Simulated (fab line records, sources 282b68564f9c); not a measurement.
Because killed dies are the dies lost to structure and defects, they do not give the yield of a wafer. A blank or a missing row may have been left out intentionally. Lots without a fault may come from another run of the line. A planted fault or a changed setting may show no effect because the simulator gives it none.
Which tool did it? -- flow rit-cmos -- 42 wafers from 14 lots sampled at 4 of the route's 202 steps

WHAT THE GAUGES SHOWED, per wafer
RIT_ACTIVE_BOW_MEAS_00. Usual: INCOMING_BOW typically reads 0 um, with standard deviation 6.
lot,measured,on,INCOMING_BOW (um),flag
L324,day 1 10:01,film-metro-01,2 5 -5,
L325,day 1 15:01,film-metro-03,-3 12 11,
L327,day 2 01:00,film-metro-03,-1 -8 2,
L328,day 2 06:00,film-metro-02,0 -7 5,
L330,day 2 16:04,film-metro-02,-1 -2 2,
L332,day 3 02:00,film-metro-02,5 3 -6,
L335,day 3 17:01,film-metro-01,-4 2 12,
L336,day 3 22:00,film-metro-03,-1 0 -6,
L340,day 4 18:00,film-metro-02,-4 2 2,
L341,day 4 23:00,film-metro-02,-2 3 7,
L343,day 5 09:00,film-metro-01,-7 1 -9,
L344,day 5 14:00,film-metro-01,-1 -3 -1,
L345,day 5 19:00,film-metro-01,-3 9 -7,
L346,day 6 00:01,film-metro-02,-1 6 0,

RIT_PRETRO_OVL_MEAS_06. Usual: PRETRO_OVL typically reads 1.0 nm, with standard deviation 1.2.
lot,measured,on,PRETRO_OVL (nm),flag
L324,day 2 15:02,overlay-02,2.6 2.3 1.5,
L325,day 2 19:37,overlay-01,0.9 0.9 0.8,
L327,day 3 03:58,overlay-02,1.0 1.1 1.8,
L328,day 3 09:08,overlay-02,-0.1 0.2 2.9,
L330,day 4 04:10,overlay-01,2.3 2.0 1.5,
L332,day 4 19:29,overlay-01,0.5 -2.1 2.0,
L335,day 5 01:22,overlay-02,0.0 -0.2 1.0,
L336,day 5 09:44,overlay-01,2.6 1.0 -0.2,
L340,day 6 04:16,overlay-01,2.8 1.3 2.9,
L341,day 6 03:30,overlay-02,2.2 3.1 2.1,
L343,day 6 08:34,overlay-01,0.7 -0.4 -1.5,
L344,day 6 14:28,overlay-01,-0.6 -0.4 0.1,
L345,day 6 19:59,overlay-02,0.0 -0.6 -0.1,
L346,day 6 23:01,overlay-01,0.7 1.2 2.0,

WHICH TOOL RAN EACH LOT (tool, then ch and the chambers of the sampled wafers, then the start)
lot,RIT_ACTIVE_SOFTBAKE_07,RIT_ACTIVE_ETCH_13
L324,"litho-track-03 ch 0, day 1 15:26","rie-diel-02 ch 1,2,3, day 1 16:25"
L325,"litho-track-02 ch 0, day 1 18:55","rie-diel-04 ch 0,2,3, day 1 19:54"
L327,"litho-track-01 ch 0, day 2 06:26","rie-diel-03 ch 1,3, day 2 07:16"
L328,"litho-track-03 ch 0, day 2 12:16","rie-diel-04 ch 0,3, day 2 13:12"
L330,"litho-track-02 ch 0, day 2 20:40","rie-diel-02 ch 0,1,3, day 2 21:25"
L332,"litho-track-03 ch 0, day 3 10:36","rie-diel-03 ch 0,1,2, day 3 11:33"
L335,"litho-track-02 ch 0, day 3 22:08","rie-diel-02 ch 0,2,3, day 3 23:24"
L336,"litho-track-02 ch 0, day 4 07:05","rie-diel-04 ch 0,3, day 4 08:02"
L340,"litho-track-01 ch 0, day 5 01:24","rie-diel-02 ch 1,3, day 5 02:21"
L341,"litho-track-01 ch 0, day 5 03:56","rie-diel-03 ch 1,2, day 5 04:45"
L343,"litho-track-03 ch 0, day 5 13:14","rie-diel-03 ch 0,1,3, day 5 14:17"
L344,"litho-track-03 ch 0, day 5 19:22","rie-diel-02 ch 1,2,3, day 5 20:41"
L345,"litho-track-01 ch 0, day 5 23:10","rie-diel-04 ch 0,3, day 6 00:08"
L346,"litho-track-01 ch 0, day 6 04:57","rie-diel-02 ch 0,1, day 6 05:59"
- RIT_ACTIVE_SOFTBAKE_07: time 60 s.
- RIT_ACTIVE_ETCH_13: etches Si3N4 in SF6, stops on SiO2, time 210 s, target depth 210 nm.

WHAT THE TOOLS THEMSELVES READ (means of the sampled wafers that have a number; where no wafer has one, the mark that the record gives instead)
RIT_ACTIVE_SOFTBAKE_07. Usual: heater-power-total-W 34.56 W, standard deviation 0.055; plate-temp-C 90.00 C, standard deviation 0.12.
lot,tool,heater-power-total-W (W),plate-temp-C (C),flag
L324,litho-track-03,34.55,90.14,
L325,litho-track-02,34.57,89.97,
L327,litho-track-01,34.56,89.94,
L328,litho-track-03,34.53,90.14,
L330,litho-track-02,34.57,89.96,
L332,litho-track-03,34.56,90.07,
L335,litho-track-02,39.47,99.02,OFF
L336,litho-track-02,39.51,99.16,OFF
L340,litho-track-01,34.53,89.84,
L341,litho-track-01,34.52,90.15,
L343,litho-track-03,34.49,90.09,
L344,litho-track-03,34.55,89.96,
L345,litho-track-01,34.58,89.98,
L346,litho-track-01,34.54,89.89,

RIT_ACTIVE_ETCH_13. Usual: drypump-motor-current-A 5.8 A, standard deviation 0.56; oes-product-au 0.822 a.u., standard deviation 0.018; throttle-valve-pct 7.54 %, standard deviation 0.13.
lot,tool,drypump-motor-current-A (A),oes-product-au (a.u.),throttle-valve-pct (%),flag
L324,rie-diel-02,6.0,0.830,7.52,
L325,rie-diel-04,6.0,0.807,7.64,
L327,rie-diel-03,5.0,0.807,7.51,
L328,rie-diel-04,6.0,0.817,7.62,
L330,rie-diel-02,5.9,0.831,7.50,
L332,rie-diel-03,5.4,0.810,7.62,
L335,rie-diel-02,6.2,0.850,7.44,
L336,rie-diel-04,6.0,0.809,7.63,
L340,rie-diel-02,6.3,0.824,7.60,
L341,rie-diel-03,5.6,0.810,7.69,
L343,rie-diel-03,5.1,0.812,7.53,
L344,rie-diel-02,6.0,0.836,7.52,
L345,rie-diel-04,6.1,0.817,7.68,
L346,rie-diel-02,5.6,0.844,7.40,

THE ANSWER, worked out from the rows above alone
Rule: lot off if the mean of its wafers having a number is beyond 3 standard deviations from the usual mean. Also off: a lot with no number at a reading for which 4 or more lots have one. The other lots that the step has rows for count as sound. The gauges are gone through in route order, then the tools' own readings, and for those a lot's mean is taken as printed above. The first step at which some lot is off is used, and at that step the reading that is off furthest; a lot without a number counts as furthest.
Off, at RIT_ACTIVE_SOFTBAKE_07 on heater-power-total-W: L335, L336.
If a tool, at that step or one of the process steps before it, ran each lot that is off and ran no sound lot following the first of them, it fits. One fits: litho-track-02 at RIT_ACTIVE_SOFTBAKE_07. A fault onset in the window from L330 (day 2 20:40, its last sound lot) to L335 (day 3 22:08, its first lot off) fits.
The tool's own readings at RIT_ACTIVE_SOFTBAKE_07 bear it out: on the lots that are off they differ by more than 5 times the standard deviation of the sound lots' means. heater-power-total-W reads 39.49 W there against 34.55 W on the sound lots; plate-temp-C reads 99.09 C there against 90.01 C on the sound lots.

WHAT WAS PUT IN BY THE SIMULATOR
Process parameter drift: litho-track-02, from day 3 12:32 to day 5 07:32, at RIT_ACTIVE_SOFTBAKE_07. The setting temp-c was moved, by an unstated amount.
Struck lots among those shown: L335, L336. The same result came from the rule above.
